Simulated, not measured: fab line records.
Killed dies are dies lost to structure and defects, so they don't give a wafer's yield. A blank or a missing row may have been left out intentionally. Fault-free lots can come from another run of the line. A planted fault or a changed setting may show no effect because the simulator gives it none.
What tool caused it? + flow berkeley_cmos170 + 33 wafers from 11 lots sampled at 5 of the route's 331 steps

## WHAT THE GAUGES SHOWED, per wafer
UCB170_PWELL_THK_MEAS_06.
| lot  | measured    | on            | PWELL_NITRIDE_THK (nm) |
|------|-------------|---------------|------------------------|
| L159 | day 3 01:54 | film_metro-04 | 221.0 221.0 218.6      |
| L160 | day 3 18:17 | film_metro-03 | 215.5 215.5 217.3      |
| L161 | day 3 18:17 | film_metro-04 | 217.1 216.8 217.0      |
| L162 | day 3 18:22 | film_metro-04 | 216.6 217.2 219.1      |
| L163 | day 4 02:32 | film_metro-03 | 217.5 217.8 217.9      |
| L164 | day 4 16:11 | film_metro-04 | 216.6 214.6 215.8      |
| L165 | day 4 22:25 | film_metro-04 | 221.3 223.1 222.9      |
| L166 | day 4 22:25 | film_metro-03 | 222.3 220.9 221.1      |
| L167 | day 5 03:23 | film_metro-03 | 220.0 221.2 218.6      |
| L174 | day 6 14:44 | film_metro-04 | 221.1 220.7 223.8      |
| L175 | day 6 14:45 | film_metro-03 | 222.2 222.3 222.9      |

UCB170_PWELL_OVL_MEAS_13.
| lot  | measured    | on         | PWELL_OVL (nm) |
|------|-------------|------------|----------------|
| L159 | day 3 04:02 | overlay-01 | -2 -3 -1       |
| L160 | day 3 20:01 | overlay-01 | -7 -4 -8       |
| L161 | day 3 19:50 | overlay-02 | -6 -12 -11     |
| L162 | day 3 20:18 | overlay-02 | 1 3 -7         |
| L163 | day 4 03:58 | overlay-01 | -7 -3 4        |
| L164 | day 4 17:40 | overlay-02 | 5 -5 -4        |
| L165 | day 4 23:39 | overlay-02 | -10 -10 -4     |
| L166 | day 5 00:34 | overlay-01 | 4 -4 4         |
| L167 | day 5 04:54 | overlay-02 | 9 6 -3         |
| L174 | day 6 15:49 | overlay-02 | -7 1 1         |
| L175 | day 6 16:00 | overlay-01 | -6 -3 -5       |

UCB170_SCREENOX_THK_MEAS_02.
| lot  | measured    | on            | SCREENOX_OXIDE_THK (nm) |
|------|-------------|---------------|-------------------------|
| L159 | day 6 09:04 | film_metro-02 | 14.0 14.0 14.3          |
| L160 | day 6 22:31 | film_metro-02 | 14.4 14.5 14.3          |
| L161 | day 6 22:31 | film_metro-04 | 14.4 14.7 14.6          |
| L162 | day 6 22:35 | film_metro-02 | 14.4 14.5 14.5          |
| L163 | day 6 22:32 | film_metro-03 | 14.2 14.2 14.3          |
| L164 | day 7 16:32 | film_metro-02 | 14.5 14.2 14.4          |
| L165 | day 8 02:27 | film_metro-03 | 13.9 14.0 14.1          |
| L166 | day 8 02:28 | film_metro-04 | 14.5 14.7 14.3          |
| L167 | day 8 02:27 | film_metro-02 | 14.4 14.7 14.7          |
| L174 | day 9 11:04 | film_metro-02 | 9.7 9.6 9.7             |
| L175 | day 9 11:05 | film_metro-03 | 9.8 10.0 10.0           |

## WHAT TOOL EACH LOT RAN ON (gives the tool, then ch and the chambers of the sampled wafers, and finally the start)
| lot  | UCB170_PFIELD_STRIP_08              | UCB170_SCREENOX_OXIDATION_01 |
|------|-------------------------------------|------------------------------|
| L159 | plasma_asher-04 ch 0,1, day 5 01:01 | furnace-01 ch 0, day 6 07:23 |
| L160 | plasma_asher-04 ch 0,1, day 5 13:43 | furnace-01 ch 0, day 6 20:50 |
| L161 | plasma_asher-04 ch 0,1, day 5 13:27 | furnace-01 ch 0, day 6 20:50 |
| L162 | plasma_asher-01 ch 0,1, day 5 13:43 | furnace-01 ch 0, day 6 20:50 |
| L163 | plasma_asher-04 ch 0,1, day 5 14:27 | furnace-01 ch 0, day 6 20:50 |
| L164 | plasma_asher-01 ch 0,1, day 6 05:30 | furnace-04 ch 0, day 7 14:52 |
| L165 | plasma_asher-04 ch 0,1, day 6 15:20 | furnace-02 ch 0, day 8 00:47 |
| L166 | plasma_asher-04 ch 0,1, day 6 15:52 | furnace-02 ch 0, day 8 00:47 |
| L167 | plasma_asher-03 ch 0, day 6 22:01   | furnace-02 ch 0, day 8 00:47 |
| L174 | plasma_asher-04 ch 0, day 8 05:04   | furnace-01 ch 0, day 9 09:23 |
| L175 | plasma_asher-04 ch 0,1, day 8 05:23 | furnace-01 ch 0, day 9 09:23 |
- UCB170_PFIELD_STRIP_08: strips in O2.
- UCB170_SCREENOX_OXIDATION_01: target thk 14.4 nm, ox time 2400 s.

## AS READ BY THE TOOLS THEMSELVES (means over the sampled wafers that have a number; for cases with no such wafer, the mark the record gives instead)
UCB170_PFIELD_STRIP_08.
| lot  | tool            | drypump_motor_current_A (A) | oes_product_au (a.u.) | strip_time_to_endpoint_s (s) |
|------|-----------------|-----------------------------|-----------------------|------------------------------|
| L159 | plasma_asher-04 | 5.94                        | 0.730                 | 21.58                        |
| L160 | plasma_asher-04 | 5.81                        | 0.731                 | 21.61                        |
| L161 | plasma_asher-04 | 5.81                        | 0.738                 | 21.60                        |
| L162 | plasma_asher-01 | 6.31                        | 0.738                 | 21.53                        |
| L163 | plasma_asher-04 | 5.90                        | 0.735                 | 21.66                        |
| L164 | plasma_asher-01 | 6.30                        | 0.735                 | 21.64                        |
| L165 | plasma_asher-04 | 5.81                        | 0.736                 | 21.64                        |
| L166 | plasma_asher-04 | 5.92                        | 0.734                 | 21.61                        |
| L167 | plasma_asher-03 | 6.44                        | 0.734                 | 21.65                        |
| L174 | plasma_asher-04 | 5.74                        | 0.735                 | 21.64                        |
| L175 | plasma_asher-04 | 5.80                        | 0.732                 | 21.54                        |

UCB170_SCREENOX_OXIDATION_01.
| lot  | tool       | spike_tc_centre_C (C) | spike_tc_load_C (C) | spike_tc_source_C (C) | tube_center_temp_C (C) | tube_center_temp_C_max |
|------|------------|-----------------------|---------------------|-----------------------|------------------------|------------------------|
| L159 | furnace-01 | 901.6                 | 926.4               | 928.2                 | 900                    | 902.4                  |
| L160 | furnace-01 | 902.1                 | 926.0               | 927.4                 | 900                    | 902.1                  |
| L161 | furnace-01 | 901.8                 | 925.0               | 928.4                 | 900                    | 902.7                  |
| L162 | furnace-01 | 901.4                 | 926.0               | 927.5                 | 900                    | 902.3                  |
| L163 | furnace-01 | 901.7                 | 926.1               | 927.1                 | 900                    | 902.3                  |
| L164 | furnace-04 | 903.2                 | 928.7               | 923.8                 | 900                    | 902.5                  |
| L165 | furnace-02 | 901.8                 | 924.4               | 921.1                 | 900                    | 902.1                  |
| L166 | furnace-02 | 901.3                 | 924.2               | 923.1                 | 900                    | 902.6                  |
| L167 | furnace-02 | 901.9                 | 925.0               | 923.3                 | 900                    | 902.2                  |
| L174 | furnace-01 | 870.3                 | 892.9               | 895.4                 | 868                    | 870.4                  |
| L175 | furnace-01 | 870.2                 | 892.7               | 894.7                 | 868                    | 870.2                  |

## THE ANSWER, worked out from the rows above alone
Rule: usual is defined by the lots themselves. Put in order of their means at a reading, lots are off if they are a third of the lots or fewer, leave a main group of 4 or more, and stand apart from it by a gap of 3 or more times the standard deviation of the main group's means; of several such gaps the widest counts. A main group is skipped when, at the precision printed for the reading in the tables above, its means are all equal. A lot without any number at a reading at which 4 lots or more have one is off too. All remaining lots with rows at the step are treated as sound. First the gauges in route order, then the tools' own readings, where a lot's mean is used as printed above. The first step at which some lot is off is used, and at that step the reading that is off furthest; a lot without a number counts as furthest.
Off: at UCB170_SCREENOX_THK_MEAS_02 (SCREENOX_OXIDE_THK), L174, L175. For the main group the mean is 14.4 nm and the standard deviation 0.2.
If a tool, at a process step before that reading, ran all the lots that are off and no sound lot after the first of them, it fits. The gauges at UCB170_SCREENOX_THK_MEAS_02 aren't tried: what is off there is off at UCB170_SCREENOX_OXIDATION_01 too, on other tools, and a gauge's error can't cause that. This does not decide it: 2 tools fit, namely plasma_asher-04 at UCB170_PFIELD_STRIP_08 and furnace-01 at UCB170_SCREENOX_OXIDATION_01.

## WHAT THE SIMULATOR PUT IN
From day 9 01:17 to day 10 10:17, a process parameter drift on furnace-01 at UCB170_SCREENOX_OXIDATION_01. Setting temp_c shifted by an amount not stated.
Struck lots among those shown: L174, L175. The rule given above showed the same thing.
